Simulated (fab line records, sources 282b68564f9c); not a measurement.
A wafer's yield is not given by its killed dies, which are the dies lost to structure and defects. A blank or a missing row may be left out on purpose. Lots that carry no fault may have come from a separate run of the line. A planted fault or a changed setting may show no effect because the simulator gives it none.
Which tool did it? :: flow rit_cmos :: 14 lots, 42 wafers sampled, at 3 steps of a route of 202

WHAT THE GAUGES READ, wafer by wafer
RIT_NSD_TW_MEAS_10. Usual: NSD_TW gives 3110 (standard deviation 14).
lot: L298
measured: day 3 05:58
on: film_metro-02
NSD_TW: 3090 3088 3100
flag: 

lot: L299
measured: day 3 09:55
on: film_metro-03
NSD_TW: 3100 3105 3105
flag: 

lot: L300
measured: day 3 14:08
on: film_metro-02
NSD_TW: 3109 3093 3095
flag: 

lot: L301
measured: day 3 20:49
on: film_metro-04
NSD_TW: 3113 3118 3112
flag: 

lot: L302
measured: day 4 05:16
on: film_metro-03
NSD_TW: 3121 3118 3114
flag: 

lot: L303
measured: day 4 08:56
on: film_metro-04
NSD_TW: 2875 2877 2868
flag: OFF

lot: L304
measured: day 4 12:22
on: film_metro-04
NSD_TW: 3111 3113 3100
flag: 

lot: L305
measured: day 4 20:40
on: film_metro-02
NSD_TW: 2895 2886 2889
flag: OFF

lot: L313
measured: day 6 15:23
on: film_metro-03
NSD_TW: 3108 3099 3092
flag: 

lot: L314
measured: day 6 17:40
on: film_metro-02
NSD_TW: 3128 3125 3125
flag: 

lot: L317
measured: day 7 08:59
on: film_metro-04
NSD_TW: 3116 3095 3088
flag: 

lot: L318
measured: day 7 11:38
on: film_metro-03
NSD_TW: 3121 3110 3121
flag: 

lot: L319
measured: day 7 17:53
on: film_metro-02
NSD_TW: 3116 3098 3120
flag: 

lot: L320
measured: day 7 23:34
on: film_metro-02
NSD_TW: 3115 3118 3106
flag: 

RIT_SDANNEAL_RS_MEAS_05: a four-point-probe measurement. Usual: NSD_RS gives 84.45 ohm/sq (standard deviation 0.25).
lot: L298
measured: day 3 08:00
on: film_metro-02
NSD_RS (ohm/sq): 84.63 84.63 84.92
flag: 

lot: L299
measured: day 3 12:07
on: film_metro-02
NSD_RS (ohm/sq): 84.08 84.48 84.18
flag: 

lot: L300
measured: day 3 16:12
on: film_metro-04
NSD_RS (ohm/sq): 84.80 84.97 84.89
flag: 

lot: L301
measured: day 3 22:56
on: film_metro-02
NSD_RS (ohm/sq): 84.45 84.53 84.78
flag: 

lot: L302
measured: day 4 07:28
on: film_metro-03
NSD_RS (ohm/sq): 84.25 84.15 84.02
flag: 

lot: L303
measured: day 4 11:08
on: film_metro-02
NSD_RS (ohm/sq): 111.98 112.42 112.40
flag: OFF

lot: L304
measured: day 4 14:39
on: film_metro-03
NSD_RS (ohm/sq): 84.23 84.47 84.31
flag: 

lot: L305
measured: day 4 22:49
on: film_metro-03
NSD_RS (ohm/sq): 111.76 111.59 111.58
flag: OFF

lot: L313
measured: day 6 17:24
on: film_metro-03
NSD_RS (ohm/sq): 84.55 84.68 84.46
flag: 

lot: L314
measured: day 6 19:47
on: film_metro-03
NSD_RS (ohm/sq): 84.23 84.57 84.69
flag: 

lot: L317
measured: day 7 11:01
on: film_metro-04
NSD_RS (ohm/sq): 84.13 84.54 84.66
flag: 

lot: L318
measured: day 7 13:45
on: film_metro-04
NSD_RS (ohm/sq): 84.54 84.24 84.46
flag: 

lot: L319
measured: day 7 20:14
on: film_metro-02
NSD_RS (ohm/sq): 84.58 84.49 84.60
flag: 

lot: L320
measured: day 8 01:58
on: film_metro-03
NSD_RS (ohm/sq): 84.80 84.81 84.58
flag: 

TOOL THAT RAN EACH LOT (tool first, then ch and the chambers of the sampled wafers, then the start)
lot: L298
RIT_NSD_IMPLANT_08: implanter-03 ch 0, day 3 05:40

lot: L299
RIT_NSD_IMPLANT_08: implanter-04 ch 0, day 3 09:36

lot: L300
RIT_NSD_IMPLANT_08: implanter-03 ch 0, day 3 13:49

lot: L301
RIT_NSD_IMPLANT_08: implanter-04 ch 0, day 3 20:30

lot: L302
RIT_NSD_IMPLANT_08: implanter-03 ch 0, day 4 04:56

lot: L303
RIT_NSD_IMPLANT_08: implanter-03 ch 0, day 4 08:38

lot: L304
RIT_NSD_IMPLANT_08: implanter-02 ch 0, day 4 12:03

lot: L305
RIT_NSD_IMPLANT_08: implanter-03 ch 0, day 4 20:20

lot: L313
RIT_NSD_IMPLANT_08: implanter-04 ch 0, day 6 15:03

lot: L314
RIT_NSD_IMPLANT_08: implanter-04 ch 0, day 6 17:21

lot: L317
RIT_NSD_IMPLANT_08: implanter-03 ch 0, day 7 08:40

lot: L318
RIT_NSD_IMPLANT_08: implanter-04 ch 0, day 7 11:19

lot: L319
RIT_NSD_IMPLANT_08: implanter-04 ch 0, day 7 17:34

lot: L320
RIT_NSD_IMPLANT_08: implanter-03 ch 0, day 7 23:14
- RIT_NSD_IMPLANT_08

AS READ BY THE TOOLS THEMSELVES (means over the sampled wafers that have a number; for cases with no such wafer, the mark the record gives instead)
RIT_NSD_IMPLANT_08. Usual: dose_ions_cm2 9.999e+14, standard deviation 1.1e+12; faraday_current_uA 3128, standard deviation 59.
lot: L298
tool: implanter-03
dose_ions_cm2: 1.001e+15
faraday_current_uA: 3108
flag: 

lot: L299
tool: implanter-04
dose_ions_cm2: 9.995e+14
faraday_current_uA: 3136
flag: 

lot: L300
tool: implanter-03
dose_ions_cm2: 9.987e+14
faraday_current_uA: 3096
flag: 

lot: L301
tool: implanter-04
dose_ions_cm2: 9.996e+14
faraday_current_uA: 3152
flag: 

lot: L302
tool: implanter-03
dose_ions_cm2: 9.986e+14
faraday_current_uA: 3138
flag: 

lot: L303
tool: implanter-03
dose_ions_cm2: 6.992e+14
faraday_current_uA: 2174
flag: OFF

lot: L304
tool: implanter-02
dose_ions_cm2: 1.001e+15
faraday_current_uA: 3110
flag: 

lot: L305
tool: implanter-03
dose_ions_cm2: 7.006e+14
faraday_current_uA: 2201
flag: OFF

lot: L313
tool: implanter-04
dose_ions_cm2: 9.993e+14
faraday_current_uA: 3135
flag: 

lot: L314
tool: implanter-04
dose_ions_cm2: 9.988e+14
faraday_current_uA: 3139
flag: 

lot: L317
tool: implanter-03
dose_ions_cm2: 1.000e+15
faraday_current_uA: 3116
flag: 

lot: L318
tool: implanter-04
dose_ions_cm2: 1.001e+15
faraday_current_uA: 3074
flag: 

lot: L319
tool: implanter-04
dose_ions_cm2: 9.984e+14
faraday_current_uA: 3157
flag: 

lot: L320
tool: implanter-03
dose_ions_cm2: 1.000e+15
faraday_current_uA: 3109
flag: 

THE ANSWER, worked out from the rows above alone
Rule: take the mean of a lot's wafers that have a number; if it is more than 3 standard deviations from the usual mean, the lot is off. Also off: a lot with no number at a reading for which 4 or more lots have one. Where the step has rows for the other lots, those lots are counted as sound. The gauges are gone through in route order, then the tools' own readings, and for those a lot's mean is taken as printed above. At the first step where some lot is off, the reading lying furthest off is the one used; lots without a number count as furthest.
Off: L303, L305, seen at RIT_NSD_TW_MEAS_10 (NSD_TW).
A tool fits if, at a process step before that reading, it ran every lot that is off, and no sound lot after the first of them. Not tried: the gauges at RIT_NSD_TW_MEAS_10; whatever is off there is also off at RIT_NSD_IMPLANT_08, on other tools, and gauge error can't account for it. No candidate that was tried fits.

WHAT THE SIMULATOR HAD INSERTED
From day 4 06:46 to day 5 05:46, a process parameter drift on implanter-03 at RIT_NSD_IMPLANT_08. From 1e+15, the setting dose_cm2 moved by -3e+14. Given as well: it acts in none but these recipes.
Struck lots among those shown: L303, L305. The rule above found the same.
